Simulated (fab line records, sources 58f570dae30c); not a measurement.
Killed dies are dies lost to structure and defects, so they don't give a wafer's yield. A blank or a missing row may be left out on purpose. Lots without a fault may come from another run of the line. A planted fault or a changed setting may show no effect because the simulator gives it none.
Which tool did it? | flow berkeley_cmos170 | 14 lots, 42 wafers sampled, at 6 steps of a route of 331

WHAT THE GAUGES READ, wafer by wafer
UCB170_SDANNEAL_RS_MEAS_04: measures by four-point-probe.
lot  | measured     | on            | PLDD_RS (ohm/sq)
L716 | day 8 04:38  | film_metro-02 | 1028 1029 1027
L715 | day 8 02:27  | film_metro-04 | 1032 1035 1031
L717 | day 8 12:13  | film_metro-01 | 1030 1029 1029
L719 | day 8 20:07  | film_metro-04 | 1029 1032 1029
L725 | day 10 09:48 | film_metro-02 | 1064 1056 1057
L726 | day 10 09:48 | film_metro-04 | 1065 1066 1068
L728 | day 11 03:50 | film_metro-02 | 1029 1030 1029
L732 | day 11 14:40 | film_metro-04 | 1034 1036 1035
L730 | day 11 14:28 | film_metro-02 | 1032 1026 1028
L731 | day 11 14:22 | film_metro-01 | 1026 1024 1027
L735 | day 12 18:55 | film_metro-01 | 1031 1026 1027
L734 | day 12 18:56 | film_metro-02 | 1027 1025 1024
L736 | day 13 04:52 | film_metro-04 | 1037 1037 1033
L737 | day 13 05:10 | film_metro-02 | 1027 1030 1032

UCB170_SDANNEAL_RS_MEAS_05: measures by four-point-probe.
lot  | measured     | on            | NLDD_RS (ohm/sq)
L716 | day 8 04:45  | film_metro-02 | 615.6 614.3 615.8
L715 | day 8 02:34  | film_metro-04 | 615.3 614.6 616.4
L717 | day 8 12:20  | film_metro-01 | 614.7 615.8 615.6
L719 | day 8 20:14  | film_metro-04 | 614.4 613.6 613.7
L725 | day 10 09:55 | film_metro-02 | 621.4 620.1 620.1
L726 | day 10 09:55 | film_metro-04 | 620.6 620.8 619.8
L728 | day 11 03:58 | film_metro-02 | 618.3 615.4 617.0
L732 | day 11 14:47 | film_metro-04 | 615.7 617.3 614.0
L730 | day 11 14:35 | film_metro-02 | 616.4 615.9 616.7
L731 | day 11 14:29 | film_metro-01 | 616.0 616.8 615.4
L735 | day 12 19:02 | film_metro-01 | 616.2 615.7 615.4
L734 | day 12 19:04 | film_metro-02 | 615.2 616.0 615.1
L736 | day 13 04:59 | film_metro-04 | 615.7 614.9 616.8
L737 | day 13 05:17 | film_metro-02 | 615.9 614.9 616.3

UCB170_V1_THK_MEAS_01.
lot  | measured     | on            | V1_TEOS_THK (nm)
L716 | day 8 13:49  | film_metro-03 | 1970 1975 2009
L715 | day 8 12:28  | film_metro-04 | 1995 1991 2030
L717 | day 8 21:43  | film_metro-03 | 2005 1990 2013
L719 | day 9 07:31  | film_metro-03 | 2008 1957 2009
L725 | day 10 19:39 | film_metro-03 | 2002 2003 2011
L726 | day 10 18:19 | film_metro-03 | 1960 1998 2022
L728 | day 11 14:59 | film_metro-01 | 2013 2010 2020
L732 | day 12 02:19 | film_metro-03 | 2026 2024 2029
L730 | day 12 00:58 | film_metro-03 | 2009 2046 2075
L731 | day 11 23:39 | film_metro-04 | 2007 2042 2026
L735 | day 13 05:16 | film_metro-01 | 1981 1987 1988
L734 | day 13 03:37 | film_metro-04 | 1991 2004 2037
L736 | day 13 16:20 | film_metro-04 | 1986 2018 2041
L737 | day 13 17:39 | film_metro-01 | 2065 1958 2012

UCB170_V1_OVL_MEAS_13.
lot  | measured     | on         | V1_OVL (nm)
L716 | day 8 15:49  | overlay-01 | 2 0 -1
L715 | day 8 14:22  | overlay-02 | 11 2 6
L717 | day 8 23:31  | overlay-02 | 4 1 2
L719 | day 9 09:26  | overlay-02 | 3 -4 -5
L725 | day 10 21:52 | overlay-01 | -5 2 1
L726 | day 10 21:45 | overlay-02 | 0 5 8
L728 | day 11 16:47 | overlay-01 | -10 -5 -2
L732 | day 12 04:14 | overlay-01 | 14 16 14
L730 | day 12 04:29 | overlay-02 | -3 -3 0
L731 | day 12 04:00 | overlay-02 | -2 -10 -3
L735 | day 13 09:13 | overlay-02 | 6 -1 4
L734 | day 13 08:49 | overlay-02 | -2 0 4
L736 | day 13 21:05 | overlay-02 | 6 0 6
L737 | day 13 21:39 | overlay-01 | -3 1 5

WHICH TOOL RAN EACH LOT (tool, then ch and the chambers of the sampled wafers, then the start)
lot  | UCB170_PLDD_STRIP_10                 | UCB170_SPACER_ANNEAL_02
L716 | plasma_asher-04 ch 0,1, day 7 13:06  | furnace-02 ch 0, day 7 19:45
L715 | plasma_asher-02 ch 0,1, day 7 13:21  | furnace-02 ch 0, day 7 19:45
L717 | plasma_asher-02 ch 0,1, day 7 22:07  | furnace-04 ch 0, day 8 05:28
L719 | plasma_asher-04 ch 0,1, day 8 05:34  | furnace-02 ch 0, day 8 14:10
L725 | plasma_asher-04 ch 0,1, day 9 17:58  | furnace-04 ch 0, day 10 02:11
L726 | plasma_asher-01 ch 0,1, day 9 18:14  | furnace-04 ch 0, day 10 02:11
L728 | plasma_asher-01 ch 0,1, day 10 11:04 | furnace-02 ch 0, day 10 19:01
L732 | plasma_asher-04 ch 0,1, day 10 23:57 | furnace-02 ch 0, day 11 07:42
L730 | plasma_asher-01 ch 0,1, day 11 00:21 | furnace-02 ch 0, day 11 07:42
L731 | plasma_asher-02 ch 0, day 11 00:29   | furnace-02 ch 0, day 11 07:42
L735 | plasma_asher-01 ch 0,1, day 12 00:36 | furnace-02 ch 0, day 12 12:32
L734 | plasma_asher-04 ch 0,1, day 12 00:49 | furnace-02 ch 0, day 12 12:32
L736 | plasma_asher-02 ch 0,1, day 12 14:13 | furnace-04 ch 0, day 12 21:10
L737 | plasma_asher-01 ch 0,1, day 12 14:27 | furnace-04 ch 0, day 12 21:10
- UCB170_PLDD_STRIP_10: strips in O2.
- UCB170_SPACER_ANNEAL_02: time 1800 s.

WHAT THE TOOLS THEMSELVES READ (means of the sampled wafers that have a number; where no wafer has one, the mark that the record gives instead)
UCB170_PLDD_STRIP_10.
lot  | tool            | drypump_motor_current_A (A) | oes_product_au (a.u.) | strip_time_to_endpoint_s (s)
L716 | plasma_asher-04 | 5.6                         | 0.736                 | 21.57
L715 | plasma_asher-02 | 5.6                         | 0.735                 | 21.64
L717 | plasma_asher-02 | 5.5                         | 0.730                 | 21.73
L719 | plasma_asher-04 | 5.6                         | 0.733                 | 21.61
L725 | plasma_asher-04 | 5.8                         | 0.732                 | 21.60
L726 | plasma_asher-01 | 5.9                         | 0.737                 | 21.63
L728 | plasma_asher-01 | 5.6                         | 0.732                 | 21.71
L732 | plasma_asher-04 | 5.6                         | 0.731                 | 21.60
L730 | plasma_asher-01 | 5.9                         | 0.734                 | 21.57
L731 | plasma_asher-02 | 5.9                         | 0.735                 | 21.56
L735 | plasma_asher-01 | 5.9                         | 0.736                 | 21.60
L734 | plasma_asher-04 | 5.6                         | 0.732                 | 21.66
L736 | plasma_asher-02 | 5.7                         | 0.735                 | 21.57
L737 | plasma_asher-01 | 5.9                         | 0.738                 | 21.66

THE ANSWER, worked out from the rows above alone
Rule: what is usual is taken from the lots themselves. Put in order of their means at a reading, lots are off if they are a third of the lots or fewer, leave a main group of 4 or more, and stand apart from it by a gap of 3 or more times the standard deviation of the main group's means; of several such gaps the widest counts. A main group whose means are all the same, to the digits that the tables above print for the reading, isn't used. A lot without any number at a reading at which 4 lots or more have one is off too. The other lots that the step has rows for count as sound. The gauges are gone through in route order, then the tools' own readings, and for those a lot's mean is taken as printed above. The first step at which some lot is off is used, and at that step the reading that is off furthest; a lot without a number counts as furthest.
Off: L725, L726, at UCB170_SDANNEAL_RS_MEAS_04 (PLDD_RS). The main group: mean 1030 ohm/sq, standard deviation 3.1.
A tool fits if, at a process step before that reading, it ran every lot that is off, and no sound lot after the first of them. The gauges at UCB170_SDANNEAL_RS_MEAS_04 are tried like those tools. None of those tried fits.

WHAT THE SIMULATOR HAD PUT IN
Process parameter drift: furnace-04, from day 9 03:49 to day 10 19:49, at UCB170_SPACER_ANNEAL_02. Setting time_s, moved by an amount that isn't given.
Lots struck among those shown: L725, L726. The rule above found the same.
